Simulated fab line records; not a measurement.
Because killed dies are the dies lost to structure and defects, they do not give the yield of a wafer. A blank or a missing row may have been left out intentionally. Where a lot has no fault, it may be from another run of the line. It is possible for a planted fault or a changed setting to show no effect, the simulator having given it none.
A lot that was struck, set against a sound lot ; flow berkeley_cmos170 ; 14 steps out of a route of 331
Sound: wafers L955.2, L955.3, L955.4. The struck wafers were L946.1, L946.3, L946.6. The cause comes at the end.
Per side, at each step with rows, come the tool, then ch with its chambers, and then its first start. Under that, the readings that differ: sound wafers ; struck wafers ; difference of the means ; sigmas: that difference in standard deviations of wafers without a fault.
alike: readings whose means differ by less than 2 such deviations, and words and numbers that are the same on both sides. not compared: withheld readings, readings that some wafer has no value for, bounds like >300 that may hide the same value, and numbers for which the record gives no deviation and whose values overlap.
A row with sigmas, a row that says differs or no value, or rows on one side alone: a step with any of these is where the two part. Non-overlapping numbers with no deviation appear without sigmas and do not part them. Lack of a reading on every wafer of one side parts them only where that side has two or more wafers.

UCB170_PVT_STRIP_08: strips in O2.
  sound on plasma_asher-03 ch 0,1, day 8 09:59; struck on plasma_asher-02 ch 0, day 6 07:53
reading;sound;struck;difference;sigmas
strip_time_to_endpoint_s (s);21.59 21.59 21.57;21.74 21.72 21.73;+0.15;+2
  alike: drypump_motor_current_A, oes_product_au
  not compared: rf_hours_counter_h
UCB170_PVT_TW_MEAS_09:
  sound: film_metro-01 at day 8 10:06; struck: film_metro-02 at day 6 08:00
  alike: PVT_TW
then, 1 step without rows for these wafers: UCB170_GATE_WET_ETCH_00 (etches SiO2 in dHF, time 200 s).
UCB170_FIELD_THK_MEAS_91:
  sound: film_metro-02 at day 8 10:13; struck: film_metro-01 at day 6 08:12
  alike: FIELD_OXIDE_LEFT_2_THK
then, 1 step without rows for these wafers: UCB170_GATE_OXIDATION_01 (target thk 6.6 nm, ox time 1800 s).
UCB170_GATE_THK_MEAS_02:
  sound: film_metro-03 at day 8 13:56; struck: film_metro-03 at day 6 11:07
  alike: GATE_OXIDE_THK
then, 2 steps without rows for these wafers: UCB170_GATE_ANNEAL_03 (time 1800 s); UCB170_GATE_CVD_04 (deposits poly-Si from SiH4, time 1440 s, target thk 214 nm).
UCB170_GATE_THK_MEAS_05:
  sound: film_metro-01 at day 8 18:12; struck: film_metro-02 at day 6 16:19
  alike: GATE_POLY_THK
then, 3 steps without rows for these wafers: UCB170_GATE_COAT_06; UCB170_GATE_COAT_07 (resist thk 900 nm); UCB170_GATE_SOFTBAKE_08 (time 60 s).
UCB170_GATE_EXPOSE_09: exposes mask POLY, target cd 350 nm.
  struck on krf_scanner-01, day 6 17:04; sound on krf_scanner-02 ch 0, day 8 19:13
  no value came back on the struck wafers for exposure_dose_mJ_cm2, focus_offset_nm (nm); on the sound wafers exposure_dose_mJ_cm2 reads 20.717 20.744 20.736
  alike: mask
then, 1 step without rows for these wafers: UCB170_GATE_PEB_10.

## WHERE THEY PART
At UCB170_PVT_STRIP_08 first; at UCB170_GATE_EXPOSE_09 last (within this record only).

WHY: whatever the simulator had introduced
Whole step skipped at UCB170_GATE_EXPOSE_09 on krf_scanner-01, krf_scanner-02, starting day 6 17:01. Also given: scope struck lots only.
